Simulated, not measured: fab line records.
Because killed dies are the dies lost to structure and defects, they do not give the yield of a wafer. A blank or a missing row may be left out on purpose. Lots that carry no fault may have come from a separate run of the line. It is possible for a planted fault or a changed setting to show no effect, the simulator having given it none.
fab line records	flow berkeley_cmos170
[record] lots = 14	wafers = 42	last_day = 14
route steps=331 shown NWELL@21 ACTIVE@63 PLDD@151
lots with no fault: from the same line, run without faults
start_h: the number of hours between the record's first day and the start of the first shown wafer of the lot	wait_h: hours elapsed since this lot's preceding step	" as in the row above	L1.1+2: a single row standing in for several wafers	- either no value or no given start	* or withheld: withheld	< > ~ a bound
route shown NAME@n: NAME is a module with steps in the file, n the number in the route of the first one	usual: the fault-free wafers' mean and standard deviation	same: alike in all rows	chamber/n: place in a boat	sites: readings site by site	_std_site: the values' standard deviation	_edge_site: the outer-site mean with the inner-site mean subtracted	radius_mm: how far each site lies from the wafer's centre	mask NAME#n: copy n	behind: the most recent tool/chamber to have shaped the wafer	hold: reason for holding the lot/hours on hold/outcome of the hold	device: the transistor (n, p or np) that didn't switch	end of line: the route-end tests of the same wafers	step lacking rows: just its recipe	killed: dies that structure and defects cost at the first sort, which is not the same as the wafer's yield	map: a wafer's dies, marking killed ones x, the rest . and places with no die _
set.NAME: the setting as run; set.NAME@STEP: as run at that earlier step	model.NAME: the simulator's own value behind a step, which no gauge read
steps of the route over a sample of lots; a table a step, a row a wafer
services: from which hour (start_h, from the record's first day; less than 0 if before it) a tool's chamber was out of use, for how many hours, and why
[[steps]]
[step UCB170_NWELL_COAT_07]
[recipe] resist = KrF	spin_rpm = 1500	resist_thk_nm = 900
lot.wafer	tool	chamber	start_h	wait_h
L499.2+3+4	litho_track-02	0	37.98	0.1
L501.1+2+5	litho_track-01	0	45.85	0.1
L505.4+5+6	litho_track-03	0	67.61	0.1
L508.1+2+6	litho_track-02	0	80.54	0.1
L507.1+2+6	litho_track-03	0	80.79	0.1
L510.1+5+6	litho_track-03	0	88.57	0.1
L512.4+5+6	litho_track-02	0	101.27	0.1
L515.2+4+5	litho_track-02	0	115.05	0.1
L516.2+4+6	litho_track-01	0	121.42	0.1
L517.1+3+5	litho_track-01	0	128.27	0.1
L518.2+3+4	litho_track-02	0	136.85	0.1
L519.1+2+5	litho_track-01	0	137.00	0.1
L520.3+5+6	litho_track-02	0	144.98	0.1
L522.1+4+5	litho_track-01	0	153.00	0.1
[step UCB170_NWELL_STRIP_15]
[recipe] chemistry = O2	power_w = 400	pressure_mtorr = 3500	platen_temp_c = withheld	o2_flow_sccm = 400	overash_fraction = 0.5
[usual] drypump_motor_current_A = 5.58/0.29	oes_product_au = 0.721/0.0043	strip_time_to_endpoint_s = 18.00/0.11
lot.wafer	tool	chamber	start_h	wait_h	drypump_motor_current_A	oes_product_au	rf_hours_counter_h	strip_time_to_endpoint_s
L499.2	plasma_asher-04	0	39.16	0.1	5.44	0.726	29	17.98
L499.3	"	1	"	"	6.02	0.722	-	17.99
L499.4	"	0	"	"	5.44	0.720	-	18.04
L501.1	plasma_asher-02	1	47.21	0.1	5.30	0.731	31	18.08
L501.2	"	0	"	"	5.86	0.717	31	17.99
L501.5	"	1	"	"	5.33	0.714	-	18.06
L505.4	plasma_asher-04	0	69.22	0.1	5.46	0.719	-	18.03
L505.5	"	0	"	"	5.46	0.722	-	18.05
L505.6	"	1	"	"	6.02	0.720	-	18.07
L508.1	plasma_asher-04	0	82.10	0.1	5.45	0.719	34	18.06
L508.2	"	1	"	"	6.00	0.718	34	18.00
L508.6	"	0	"	"	5.45	0.719	-	18.11
L507.1	plasma_asher-03	1	82.16	0.1	5.59	0.722	34	19.26
L507.2	"	0	"	"	5.18	0.723	34	19.09
L507.6	"	0	"	"	5.17	0.720	-	19.14
L510.1	plasma_asher-02	0	90.61	0.1	5.84	0.725	36	19.32
L510.5	"	1	"	"	5.30	0.721	-	19.28
L510.6	"	0	"	"	5.86	0.721	-	19.38
L512.4	plasma_asher-02	1	102.64	0.1	5.26	0.721	-	17.91
L512.5	"	0	"	"	5.86	0.725	-	18.19
L512.6	"	1	"	"	5.27	0.725	-	17.85
L515.2	plasma_asher-02	1	116.25	0.1	5.33	0.706	41	17.88
L515.4	"	0	"	"	5.84	0.721	-	17.91
L515.5	"	0	"	"	5.88	0.725	-	17.87
L516.2	plasma_asher-02	1	122.68	0.1	5.29	0.722	42	18.11
L516.4	"	1	"	"	5.30	0.715	-	18.16
L516.6	"	1	"	"	5.29	0.715	-	18.12
L517.1	plasma_asher-02	1	129.38	0.1	5.28	0.722	42	17.98
L517.3	"	0	"	"	5.85	0.713	-	18.16
L517.5	"	1	"	"	5.27	0.728	-	18.03
L518.2	plasma_asher-04	0	138.74	0.1	5.44	0.726	38	18.05
L518.3	"	0	"	"	5.47	0.716	-	17.85
L518.4	"	1	"	"	6.00	0.727	-	17.95
L519.1	plasma_asher-03	0	139.02	0.1	5.24	0.712	2	17.99
L519.2	"	1	"	"	5.58	0.724	2	18.07
L519.5	"	1	"	"	5.60	0.719	-	17.94
L520.3	plasma_asher-03	1	146.07	0.1	5.57	0.715	-	17.95
L520.5	"	1	"	"	5.55	0.720	-	17.88
L520.6	"	0	"	"	5.24	0.721	-	18.08
L522.1	plasma_asher-03	1	154.32	0.1	5.58	0.729	4	18.06
L522.4	"	1	"	"	5.57	0.714	-	18.17
L522.5	"	1	"	"	5.56	0.713	-	18.14
[step UCB170_ACTIVE_THK_MEAS_03]
[recipe] reads = SiO2_of_ACTIVE_OXIDATION_02
[usual] ACTIVE_OXIDE_THK = 26.3/0.67
lot.wafer	tool	chamber	start_h	wait_h	ACTIVE_OXIDE_THK[nm]
L499.2	film_metro-01	-	85.91	0.0	25.5
L499.3	"	-	"	"	25.6
L499.4	"	-	"	"	25.6
L501.1	film_metro-04	-	94.43	0.0	27.3
L501.2	"	-	"	"	27.0
L501.5	"	-	"	"	27.3
L505.4	film_metro-04	-	120.66	0.0	25.8
L505.5	"	-	"	"	25.1
L505.6	"	-	"	"	25.7
L507.1	film_metro-04	-	134.35	0.0	26.5
L507.2	"	-	"	"	26.9
L507.6	"	-	"	"	26.5
L508.1	film_metro-01	-	134.35	0.0	26.4
L508.2	"	-	"	"	26.3
L508.6	"	-	"	"	26.1
L510.1	film_metro-01	-	141.36	0.0	26.1
L510.5	"	-	"	"	26.0
L510.6	"	-	"	"	25.8
L512.4	film_metro-01	-	155.51	0.0	27.4
L512.5	"	-	"	"	26.8
L512.6	"	-	"	"	27.2
L515.2	film_metro-02	-	164.39	0.0	27.9
L515.4	"	-	"	"	27.7
L515.5	"	-	"	"	27.3
L516.2	film_metro-01	-	164.39	0.0	26.7
L516.4	"	-	"	"	26.7
L516.6	"	-	"	"	27.0
L517.1	film_metro-01	-	173.46	0.0	26.0
L517.3	"	-	"	"	26.6
L517.5	"	-	"	"	25.7
L519.1	film_metro-02	-	185.01	0.0	26.3
L519.2	"	-	"	"	26.4
L519.5	"	-	"	"	26.1
L518.2	film_metro-04	-	185.02	0.0	26.4
L518.3	"	-	"	"	26.1
L518.4	"	-	"	"	26.3
L520.3	film_metro-04	-	196.60	0.0	25.5
L520.5	"	-	"	"	25.4
L520.6	"	-	"	"	26.1
L522.1	film_metro-02	-	203.27	0.0	26.0
L522.4	"	-	"	"	26.5
L522.5	"	-	"	"	26.6
[step UCB170_ACTIVE_THK_MEAS_06]
[recipe] reads = Si3N4_of_ACTIVE_CVD_05
[usual] ACTIVE_NITRIDE_THK = 220.3/2.7
lot.wafer	tool	chamber	start_h	wait_h	ACTIVE_NITRIDE_THK[nm]
L499.2	film_metro-02	-	95.01	0.0	220.2
L499.3	"	-	"	"	220.6
L499.4	"	-	"	"	219.9
L501.1	film_metro-02	-	101.55	0.0	221.8
L501.2	"	-	"	"	221.5
L501.5	"	-	"	"	221.7
L505.4	film_metro-02	-	130.62	0.0	226.3
L505.5	"	-	"	"	224.7
L505.6	"	-	"	"	225.2
L508.1	film_metro-02	-	138.91	0.0	222.6
L508.2	"	-	"	"	222.1
L508.6	"	-	"	"	222.4
L507.1	film_metro-01	-	138.92	0.0	220.1
L507.2	"	-	"	"	221.4
L507.6	"	-	"	"	221.5
L510.1	film_metro-01	-	150.02	0.0	222.3
L510.5	"	-	"	"	223.9
L510.6	"	-	"	"	222.4
L512.4	film_metro-01	-	164.35	0.0	216.3
L512.5	"	-	"	"	216.4
L512.6	"	-	"	"	217.1
L515.2	film_metro-02	-	171.87	0.0	218.3
L515.4	"	-	"	"	219.1
L515.5	"	-	"	"	218.6
L516.2	film_metro-04	-	171.87	0.0	213.8
L516.4	"	-	"	"	215.3
L516.6	"	-	"	"	213.3
L517.1	film_metro-01	-	181.22	0.0	223.3
L517.3	"	-	"	"	220.4
L517.5	"	-	"	"	223.1
L519.1	film_metro-01	-	194.20	0.0	218.0
L519.2	"	-	"	"	217.4
L519.5	"	-	"	"	216.8
L518.2	film_metro-02	-	194.21	0.0	220.5
L518.3	"	-	"	"	218.7
L518.4	"	-	"	"	221.1
L520.3	film_metro-04	-	203.48	0.0	219.1
L520.5	"	-	"	"	219.0
L520.6	"	-	"	"	218.4
L522.1	film_metro-04	-	213.27	0.0	219.3
L522.4	"	-	"	"	219.3
L522.5	"	-	"	"	221.3
[step UCB170_PLDD_CD_MEAS_06]
[recipe] target_cd_nm = 1200
[usual] cd_nm = 1199.5/1.3
lot.wafer	tool	chamber	start_h	wait_h	cd_nm
L499.2	cd_sem-02	-	156.91	-	1198.8
L499.3	"	-	"	"	1198.0
L499.4	"	-	"	"	1199.1
L501.1	cd_sem-01	-	165.67	-	1199.6
L501.2	"	-	"	"	1199.2
L501.5	"	-	"	"	1197.2
L505.4	cd_sem-02	-	198.71	-	1200.8
L505.5	"	-	"	"	1200.1
L505.6	"	-	"	"	1201.2
L508.1	cd_sem-01	-	199.05	-	1198.5
L508.2	"	-	"	"	1199.3
L508.6	"	-	"	"	1199.1
L507.1	cd_sem-01	-	199.60	-	1201.8
L507.2	"	-	"	"	1200.9
L507.6	"	-	"	"	1200.9
L510.1	cd_sem-02	-	209.78	-	1198.3
L510.5	"	-	"	"	1199.6
L510.6	"	-	"	"	1201.5
L512.4	cd_sem-01	-	226.64	-	1199.3
L512.5	"	-	"	"	1200.5
L512.6	"	-	"	"	1200.7
L516.2	cd_sem-01	-	239.51	-	1199.5
L516.4	"	-	"	"	1198.2
L516.6	"	-	"	"	1200.0
L515.2	cd_sem-01	-	240.06	-	1198.4
L515.4	"	-	"	"	1198.2
L515.5	"	-	"	"	1198.5
L517.1	cd_sem-02	-	246.07	-	1197.4
L517.3	"	-	"	"	1199.1
L517.5	"	-	"	"	1198.4
L519.1	cd_sem-02	-	264.14	-	1198.5
L519.2	"	-	"	"	1200.8
L519.5	"	-	"	"	1199.8
L518.2	cd_sem-02	-	264.37	-	1198.1
L518.3	"	-	"	"	1197.5
L518.4	"	-	"	"	1198.6
L520.3	cd_sem-01	-	277.76	-	1198.1
L520.5	"	-	"	"	1195.9
L520.6	"	-	"	"	1198.2
L522.1	cd_sem-02	-	284.04	-	1200.8
L522.4	"	-	"	"	1199.7
L522.5	"	-	"	"	1200.3
[[services]]
tool	chamber	start_h	hours	kind
litho_track-02	-	24.71	-	consumable_replace:filter
plasma_asher-04	-	71.90	1.5	repair
plasma_asher-03	-	93.85	8.6	repair
plasma_asher-04	-	107.28	16.5	repair
plasma_asher-03	-	108.75	9.0	pm
plasma_asher-03	0	108.75	9.0	vent_cycle
plasma_asher-03	1	108.75	9.0	vent_cycle
plasma_asher-03	0	117.75	-	clean
plasma_asher-03	1	117.75	-	clean
plasma_asher-03	-	148.96	0.4	repair
[[key]]
[first_sign] step = UCB170_NWELL_STRIP_15	reading = strip_time_to_endpoint_s	direction = up	sigmas = 11	usual = *	struck = *
effect none on later readings
met_at UCB170_NWELL_COAT_07
struck_lots L507,L510
tester_left_out L507,L510
not_acting_at UCB170_ACTIVE_THK_MEAS_03,UCB170_ACTIVE_THK_MEAS_06,UCB170_PLDD_CD_MEAS_06
onset_between 67.61 80.79
[fault] kind = process_parameter_drift	tool = litho_track-03	chamber = -	onset_h = 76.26	steps = UCB170_NWELL_COAT_07	channel = resist_thk_nm	offset = *	shape = step	end_h = 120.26	acts_in = *	stated = *
// tester_left_out: of these lots the tester's yield and bins aren't shown, on N5 and GAA mostly nor the transistor test; their killed dies are dies lost to structure and defects alone, not to doping, threshold or leakage, so they don't give the yield
